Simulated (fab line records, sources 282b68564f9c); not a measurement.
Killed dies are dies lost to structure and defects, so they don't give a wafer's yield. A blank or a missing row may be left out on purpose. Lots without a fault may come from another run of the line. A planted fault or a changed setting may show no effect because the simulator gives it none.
Tool commonality check | flow rit_cmos | 15 lots, 54 wafers sampled

WHY IT WAS OPENED
At RIT_ACTIVE_CD_MEAS_11 the reading cd_nm is flagged on 3 of 15 lots. Wafers without a fault read 1399.5 nm, standard deviation 2.4.
Rule: a lot is flagged when every wafer of it that has a number lies more than 4 standard deviations from that mean, or none has a number. The other lots count as sound.

lot  | measured    | on        | cd_nm (nm), wafer by wafer                | flag
L598 | day 1 14:28 | cd_sem-02 | 1395.7 1396.7 1398.1                      |
L599 | day 1 20:22 | cd_sem-01 | 1399.0 1395.7 1400.0                      |
L600 | day 2 00:28 | cd_sem-02 | 1403.0 1404.0 1400.8                      |
L602 | day 2 10:29 | cd_sem-02 | 1401.9 1401.0 1404.8                      |
L603 | day 2 15:40 | cd_sem-01 | 1400.1 1401.1 1400.2                      |
L604 | day 2 20:39 | cd_sem-01 | 1399.7 1402.9 1400.8                      |
L605 | day 3 01:34 | cd_sem-02 | 1401.4 1402.5 1403.2                      |
L607 | day 3 12:43 | cd_sem-02 | 1354.1 1355.4 1355.6 1354.1 1354.8 1355.8 | FLAGGED
L610 | day 4 02:34 | cd_sem-01 | 1362.9 1362.2 1363.1 1363.3 1361.8 1363.0 | FLAGGED
L611 | day 4 07:26 | cd_sem-02 | 1369.2 1367.6 1368.3 1369.0 1367.9 1368.4 | FLAGGED
L613 | day 4 17:35 | cd_sem-01 | 1399.1 1399.4 1397.3                      |
L617 | day 5 15:17 | cd_sem-01 | 1398.3 1398.0 1398.9                      |
L618 | day 5 18:30 | cd_sem-02 | 1401.2 1400.7 1400.6                      |
L619 | day 5 23:26 | cd_sem-01 | 1397.6 1399.4 1400.0                      |
L620 | day 6 04:31 | cd_sem-01 | 1400.0 1400.6 1397.5                      |
The numbers of the flagged lots are 1362.0 nm on average: -37.5 nm against the usual, or -16 standard deviations.

WHICH TOOL RAN EACH LOT
The record holds 1 process step before the reading, out of a route of 202 steps. In each cell: the tool, then ch and the chambers that the sampled wafers went through, then the start.
lot  | flag    | RIT_ACTIVE_EXPOSE_08
L598 |         | iline_stepper-02 ch 0, day 1 14:04
L599 |         | iline_stepper-02 ch 0, day 1 19:58
L600 |         | iline_stepper-02 ch 0, day 2 00:04
L602 |         | iline_stepper-02 ch 0, day 2 10:05
L603 |         | iline_stepper-01 ch 0, day 2 15:14
L604 |         | iline_stepper-02 ch 0, day 2 20:15
L605 |         | iline_stepper-01 ch 0, day 3 01:10
L607 | FLAGGED | iline_stepper-01 ch 0, day 3 12:19
L610 | FLAGGED | iline_stepper-01 ch 0, day 4 02:10
L611 | FLAGGED | iline_stepper-01 ch 0, day 4 07:02
L613 |         | iline_stepper-02 ch 0, day 4 17:11
L617 |         | iline_stepper-02 ch 0, day 5 14:53
L618 |         | iline_stepper-02 ch 0, day 5 18:06
L619 |         | iline_stepper-02 ch 0, day 5 23:02
L620 |         | iline_stepper-02 ch 0, day 6 04:07
What these steps do:
- RIT_ACTIVE_EXPOSE_08: exposes mask M1, target cd 1400 nm.
- RIT_ACTIVE_CD_MEAS_11: target cd 1400 nm.

FLAGGED OVER TOTAL, TOOL BY TOOL (the gauges that took the reading come last)
step                  | tool             | lots run | flagged | share of the flagged lots | sound lots run after its first flagged lot
RIT_ACTIVE_EXPOSE_08  | iline_stepper-01 | 5        | 3       | all                       | 0
RIT_ACTIVE_EXPOSE_08  | iline_stepper-02 | 10       | 0       | none                      | -
RIT_ACTIVE_CD_MEAS_11 | cd_sem-01        | 8        | 1       | some                      | 4 (L613,L617,L619,L620)
RIT_ACTIVE_CD_MEAS_11 | cd_sem-02        | 7        | 2       | some                      | 1 (L618)

WHAT THE TABLE ALLOWS
1 row of the table ran every flagged lot: iline_stepper-01 at RIT_ACTIVE_EXPOSE_08.
- iline_stepper-01 at RIT_ACTIVE_EXPOSE_08: 3 of its 5 lots flagged. Its last sound lot is L605 (day 3 01:10), its first flagged lot L607 (day 3 12:19): a fault that began between those two fits. Its own readings lie more than 4 standard deviations out on every wafer of the flagged lots: exposure_dose_mJ_cm2.
One tool is left: iline_stepper-01 at RIT_ACTIVE_EXPOSE_08.

WHAT THE SIMULATOR HAD PUT IN
Process parameter drift: iline_stepper-01, from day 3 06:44 on, at RIT_ACTIVE_EXPOSE_08. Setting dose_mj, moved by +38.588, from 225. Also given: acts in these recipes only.
Lots struck among those shown: L607, L610, L611. The rule above found the same.
